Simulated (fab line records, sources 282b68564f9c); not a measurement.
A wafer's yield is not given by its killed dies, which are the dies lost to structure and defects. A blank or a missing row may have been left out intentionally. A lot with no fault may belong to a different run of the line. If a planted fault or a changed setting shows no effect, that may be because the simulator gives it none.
fab line records	flow rit_cmos
[record] lots = 5	wafers = 15	last_day = 6
route steps=202 shown PSD@144 SDANNEAL@153 NSD@158 PLDD@159 NLDD@160 M1@202
lots with no fault: from the same line, run without faults
start_h: hours from the record's opening day to when the first of the lot's shown wafers began	wait_h: time in hours since the lot's previous step	" unchanged from the row above	L1.1+2: several wafers, shown together as one row	- value missing, or start not given	* or withheld: withheld	< > ~ a bound
route shown NAME@n: names a module that has steps shown in the file, with the first one's number in the route	usual: mean and standard deviation over wafers with no fault	same: alike in all rows	chamber/n: place in a boat	sites: the reading at each site	_std_site: standard deviation across them	_edge_site: inner sites' mean taken away from outer sites' mean	radius_mm: for every site, how far away it sits from the centre of the wafer	mask NAME#n: copy n	behind: the most recent tool/chamber to have shaped the wafer	hold: the reason the lot was held/the length of the hold in hours/how it ended	device: the n, p or np transistor that did not switch	end of line: the same wafers' tests at the end of the route	where a step has no rows: the recipe by itself	killed: the dies lost at the first sort to structure and to defects; this is not the yield of the wafer	map: shows each die of a wafer: x if killed, . if not, _ if none is there
set.NAME: the setting that was run; set.NAME@STEP: the one run at that earlier step	model.NAME: the simulator's own value behind a step, which no gauge read
a table for each step, a row for each wafer; lots at some steps of the route
services: the hour from which a tool's chamber was out of use, counted from the record's first day as start_h (under 0 if before that day), plus the number of hours and why
[[steps]]
[step RIT_PSD_SOFTBAKE_02]
[recipe] resist = NOVOLAK	temp_c = 90	time_s = 60
[step RIT_PSD_EXPOSE_03]
[recipe] mask_id = M10	na = 0.57	target_cd_nm = 40900	dose_mj = 250
[step RIT_PSD_PEB_04]
[recipe] resist = NOVOLAK	temp_c = withheld	time_s = withheld
[step RIT_PSD_DEVELOP_05]
[recipe] resist = NOVOLAK	develop_time_s = 50	dev_temp_c = 23
[step RIT_PSD_OVL_MEAS_06]
[usual] PSD_OVL = -0.5/1.6
lot.wafer	tool	chamber	start_h	wait_h	PSD_OVL[nm]
L879.2	overlay-02	-	64.91	-	-1.6
L879.4	"	-	"	"	-0.5
L879.5	"	-	"	"	-0.2
L881.2	overlay-02	-	79.88	-	-4.6
L881.4	"	-	"	"	-3.3
L881.6	"	-	"	"	-4.5
L885.2	overlay-01	-	102.02	-	-1.5
L885.3	"	-	"	"	-4.6
L885.6	"	-	"	"	-3.1
L890.2	overlay-01	-	121.23	-	-1.2
L890.4	"	-	"	"	-2.3
L890.6	"	-	"	"	-1.6
L894.1	overlay-02	-	139.83	-	-0.3
L894.3	"	-	"	"	1.1
L894.5	"	-	"	"	-0.1
[step RIT_PSD_HARDBAKE_07]
[recipe] resist = NOVOLAK	temp_c = 140	time_s = 60
[step RIT_PSD_IMPLANT_08]
[recipe] species = BF2	energy_kev = 27	dose_cm2 = 5.117e+15	tilt_deg = 7
[step RIT_PSD_STRIP_09]
[recipe] chemistry = O2	time_s = 180	resist = NOVOLAK	platen_temp_c = withheld	power_w = 500	pressure_mtorr = 4000	o2_flow_sccm = 4000
[usual] drypump_motor_current_A = 5.51/0.22
lot.wafer	tool	chamber	start_h	wait_h	drypump_motor_current_A	rf_hours_counter_h
L879.2	plasma_asher-04	1	65.24	0.1	5.42	43
L879.4	"	0	"	"	5.54	-
L879.5	"	0	"	"	5.53	-
L881.2	plasma_asher-03	0	80.21	0.1	6.11	43
L881.4	"	0	"	"	6.07	-
L881.6	"	1	"	"	5.39	-
L885.2	plasma_asher-04	1	102.36	0.1	5.43	47
L885.3	"	0	"	"	5.52	-
L885.6	"	1	"	"	5.42	-
L890.2	plasma_asher-02	1	121.56	0.1	5.37	34
L890.4	"	0	"	"	5.43	-
L890.6	"	0	"	"	5.46	-
L894.1	plasma_asher-02	0	140.17	0.1	5.44	36
L894.3	"	1	"	"	5.39	-
L894.5	"	1	"	"	5.38	-
[step RIT_PSD_TW_MEAS_10]
[usual] PSD_TW = 3456/45
lot.wafer	tool	chamber	start_h	wait_h	PSD_TW
L879.2	film_metro-03	-	65.43	0.1	3529
L879.4	"	-	"	"	3524
L879.5	"	-	"	"	3508
L881.2	film_metro-03	-	80.40	0.1	3509
L881.4	"	-	"	"	3536
L881.6	"	-	"	"	3528
L885.2	film_metro-01	-	102.54	0.1	3441
L885.3	"	-	"	"	3419
L885.6	"	-	"	"	3428
L890.2	film_metro-02	-	121.74	0.1	3426
L890.4	"	-	"	"	3432
L890.6	"	-	"	"	3414
L894.1	film_metro-02	-	140.34	0.1	3426
L894.3	"	-	"	"	3416
L894.5	"	-	"	"	3440
[step RIT_SDANNEAL_CLEAN_00]
[recipe] chemistry = SC1	mix = 3:3:50	time_s = 600	temp_c = 75
[step RIT_SDANNEAL_CLEAN_01]
[recipe] chemistry = dHF	dilution = 50:1	time_s = 30
[step RIT_SDANNEAL_CLEAN_02]
[recipe] chemistry = SC2	mix = 3:3:50	time_s = 600	temp_c = 75	dry = n2_spin
[step RIT_SDANNEAL_RTA_03]
[recipe] temp_c = 1050	time_s = 5	idle_temp_c = 600	ramp_up_c_per_s = 342	ramp_down_c_per_s = 171	cool_to_c = 600	ambient = N2
[usual] wafer_temp_C_max = 1053.7/1.2
lot.wafer	tool	chamber	start_h	wait_h	wafer_temp_C_max
L879.2	rtp_anneal-01	0	66.03	0.0	1053.1
L879.4	"	0	"	"	1052.8
L879.5	"	0	"	"	1054.8
L881.2	rtp_anneal-01	0	80.85	0.0	1052.8
L881.4	"	0	"	"	1054.1
L881.6	"	0	"	"	1054.3
L885.2	rtp_anneal-01	0	102.98	0.0	1051.6
L885.3	"	0	"	"	1052.7
L885.6	"	0	"	"	1053.6
L890.2	rtp_anneal-02	0	122.17	0.0	1056.7
L890.4	"	0	"	"	1053.4
L890.6	"	0	"	"	1053.7
L894.1	rtp_anneal-02	0	140.77	0.0	1053.6
L894.3	"	0	"	"	1055.1
L894.5	"	0	"	"	1055.6
[step RIT_SDANNEAL_RS_MEAS_04]
[recipe] thk_meas_gauge = four-point-probe
[usual] PSD_RS = 115.55/0.27
lot.wafer	tool	chamber	start_h	wait_h	PSD_RS[ohm/sq]
L879.2	film_metro-01	-	66.10	0.1	115.68
L879.4	"	-	"	"	115.60
L879.5	"	-	"	"	115.56
L881.2	film_metro-01	-	80.97	0.1	115.50
L881.4	"	-	"	"	115.44
L881.6	"	-	"	"	115.44
L885.2	film_metro-01	-	103.05	0.1	96.09
L885.3	"	-	"	"	96.02
L885.6	"	-	"	"	96.28
L890.2	film_metro-02	-	122.24	0.1	116.00
L890.4	"	-	"	"	115.78
L890.6	"	-	"	"	115.93
L894.1	film_metro-01	-	140.83	0.0	115.77
L894.3	"	-	"	"	115.61
L894.5	"	-	"	"	115.81
[step RIT_SDANNEAL_RS_MEAS_05]
[recipe] thk_meas_gauge = four-point-probe
[usual] NSD_RS = 86.0/0.32
lot.wafer	tool	chamber	start_h	wait_h	NSD_RS[ohm/sq]
L879.2	film_metro-01	-	66.22	0.1	85.8
L879.4	"	-	"	"	85.8
L879.5	"	-	"	"	86.2
L881.2	film_metro-01	-	81.09	0.1	86.4
L881.4	"	-	"	"	86.4
L881.6	"	-	"	"	86.5
L885.2	film_metro-01	-	103.17	0.1	84.8
L885.3	"	-	"	"	84.6
L885.6	"	-	"	"	84.4
L890.2	film_metro-02	-	122.36	0.1	85.9
L890.4	"	-	"	"	86.1
L890.6	"	-	"	"	85.8
L894.1	film_metro-01	-	140.95	0.1	86.3
L894.3	"	-	"	"	86.1
L894.5	"	-	"	"	85.9
[step RIT_SDANNEAL_RS_MEAS_06]
[recipe] thk_meas_gauge = four-point-probe
[usual] PLDD_RS = 178.6/0.5
lot.wafer	tool	chamber	start_h	wait_h	PLDD_RS[ohm/sq]
L879.2	film_metro-01	-	66.34	0.1	178.0
L879.4	"	-	"	"	178.6
L879.5	"	-	"	"	178.6
L881.2	film_metro-01	-	81.21	0.1	178.4
L881.4	"	-	"	"	178.5
L881.6	"	-	"	"	178.9
L885.2	film_metro-01	-	103.29	0.1	161.6
L885.3	"	-	"	"	162.3
L885.6	"	-	"	"	162.0
L890.2	film_metro-02	-	122.48	0.1	178.9
L890.4	"	-	"	"	178.4
L890.6	"	-	"	"	178.8
L894.1	film_metro-01	-	141.07	0.1	178.7
L894.3	"	-	"	"	179.2
L894.5	"	-	"	"	179.6
[step RIT_SDANNEAL_RS_MEAS_07]
[recipe] thk_meas_gauge = four-point-probe
[usual] NLDD_RS = 151.6/0.46
lot.wafer	tool	chamber	start_h	wait_h	NLDD_RS[ohm/sq]
L879.2	film_metro-01	-	66.46	0.1	151.4
L879.4	"	-	"	"	151.3
L879.5	"	-	"	"	151.2
L881.2	film_metro-01	-	81.33	0.1	150.8
L881.4	"	-	"	"	151.2
L881.6	"	-	"	"	150.6
L885.2	film_metro-01	-	103.41	0.1	150.8
L885.3	"	-	"	"	151.0
L885.6	"	-	"	"	151.0
L890.2	film_metro-02	-	122.60	0.1	152.1
L890.4	"	-	"	"	151.9
L890.6	"	-	"	"	151.4
L894.1	film_metro-01	-	141.19	0.1	151.6
L894.3	"	-	"	"	152.0
L894.5	"	-	"	"	152.0
[step RIT_M1_PROBE_99]
[usual] killed_at_M0_to_M3 = 0.0/0.083	killed_at_contacts = 0.0/0.22	killed_at_front_end = 6.9/2.9	killed_dies = 7.0/2.9	killed_open = 3.5/2	killed_short = 3.5/2
[same] gross_dies = 264	killed_at_M4_up = 0	killed_at_back_side = 0	killed_at_other = 0
lot.wafer	tool	chamber	start_h	wait_h	killed_at_M0_to_M3	killed_at_contacts	killed_at_front_end	killed_dies	killed_open	killed_short
L879.2	prober-01	-	73.65	0.1	0	0	7	7	2	5
L879.4	prober-01	-	73.75	0.2	0	0	4	4	2	2
L879.5	prober-01	-	73.80	0.2	0	0	13	13	5	8
L881.2	prober-01	-	88.77	0.1	1	0	5	6	1	5
L881.4	prober-01	-	88.87	0.2	0	0	10	10	8	2
L881.6	prober-01	-	88.97	0.2	0	0	5	5	2	3
L885.2	prober-01	-	110.95	0.1	0	0	6	6	1	5
L885.3	prober-01	-	111.00	0.2	0	0	9	9	5	4
L885.6	prober-01	-	111.15	0.2	0	0	8	8	4	4
L890.2	prober-02	-	130.00	0.1	0	0	4	4	3	1
L890.4	prober-02	-	130.10	0.2	0	0	4	4	1	3
L890.6	prober-02	-	130.20	0.2	0	0	6	6	2	4
L894.1	prober-02	-	148.67	0.1	0	0	4	4	3	1
L894.3	prober-02	-	148.77	0.2	0	0	5	5	4	1
L894.5	prober-02	-	148.87	0.2	0	1	6	7	4	3
// killed by level:class
L879.2 REOX:geometric_particle:short=3 GATE:geometric_particle:open=2 FOX2:geometric_particle:short=1 GATE:geometric_particle:short=1
L879.4 FOX1:geometric_particle:short=1 GATE:geometric_particle:open=1 SPACER:geometric_particle:short=1 SPACER:geometric_particle:open=1
L879.5 REOX:geometric_particle:short=5 SPACER:geometric_particle:open=2 FOX1:geometric_particle:open=1 FOX2:geometric_particle:short=1 GATE:geometric_particle:short=1 GATE:geometric_particle:open=1 REOX:geometric_particle:open=1 SILICIDE:geometric_particle:short=1
L881.2 FOX2:geometric_particle:short=3 GATE:geometric_particle:open=1 REOX:geometric_particle:short=1 M1:geometric_particle:short=1
L881.4 GATE:geometric_particle:open=7 FOX1:geometric_particle:short=1 SPACER:geometric_particle:short=1 SILICIDE:geometric_particle:open=1
L881.6 GATE:geometric_particle:short=2 FOX1:geometric_particle:short=1 GATE:geometric_particle:open=1 SPACER:geometric_particle:open=1
L885.2 GATE:geometric_particle:short=2 FOX1:geometric_particle:short=1 REOX:geometric_particle:short=1 SILICIDE:geometric_particle:short=1 SILICIDE:geometric_particle:open=1
L885.3 SILICIDE:geometric_particle:open=2 FOX1:geometric_particle:short=1 GATE:geometric_particle:open=1 GATE:geometric_particle:short=1 REOX:geometric_particle:open=1 SPACER:geometric_particle:open=1 SPACER:geometric_particle:short=1 SILICIDE:geometric_particle:short=1
L885.6 REOX:geometric_particle:open=2 FOX1:geometric_particle:open=1 FOX1:geometric_particle:short=1 GATE:geometric_particle:short=1 REOX:geometric_particle:short=1 SPACER:geometric_particle:open=1 SPACER:geometric_particle:short=1
L890.2 SPACER:geometric_particle:open=3 FOX1:geometric_particle:short=1
L890.4 FOX1:geometric_particle:short=2 GATE:geometric_particle:short=1 SPACER:geometric_particle:open=1
L890.6 GATE:geometric_particle:short=2 REOX:geometric_particle:open=2 REOX:geometric_particle:short=1 SILICIDE:geometric_particle:short=1
L894.1 FOX1:geometric_particle:open=1 FOX2:geometric_particle:open=1 SILICIDE:geometric_particle:short=1 SILICIDE:geometric_particle:open=1
L894.3 REOX:geometric_particle:open=2 FOX1:geometric_particle:short=1 GATE:geometric_particle:open=1 SILICIDE:geometric_particle:open=1
L894.5 REOX:geometric_particle:short=2 FOX1:geometric_particle:open=1 GATE:geometric_particle:open=1 REOX:geometric_particle:open=1 SILICIDE:geometric_particle:open=1 CONTACT:geometric_particle:short=1
[[services]]
tool	chamber	start_h	hours	kind
plasma_asher-04	-	45.41	3.7	repair
plasma_asher-02	-	67.41	14.6	pm
plasma_asher-04	-	136.70	1.5	repair
[[key]]
[first_sign] step = RIT_SDANNEAL_RS_MEAS_04	reading = PSD_RS	direction = down	sigmas = 72	usual = 115.55	struck = 96.13
[effect] step = RIT_SDANNEAL_RS_MEAS_05	reading = NSD_RS	direction = down	sigmas = 4.3	usual = 86.0	struck = 84.6
[effect] step = RIT_SDANNEAL_RS_MEAS_06	reading = PLDD_RS	direction = down	sigmas = 33	usual = 178.6	struck = 161.9
met_at RIT_SDANNEAL_RTA_03
struck_wafers L885.2,L885.3,L885.6
tester_left_out L885
onset_between 80.85 102.98
also_fits RIT_PSD_STRIP_09:plasma_asher-04
[fault] kind = process_parameter_drift	tool = rtp_anneal-01	chamber = -	onset_h = 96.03	steps = RIT_SDANNEAL_RTA_03	channel = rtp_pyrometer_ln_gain	offset = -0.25	shape = step	end_h = 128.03
// tester_left_out: of these lots the tester's yield and bins aren't shown, on N5 and GAA mostly nor the transistor test; their killed dies are dies lost to structure and defects alone, not to doping, threshold or leakage, so they don't give the yield
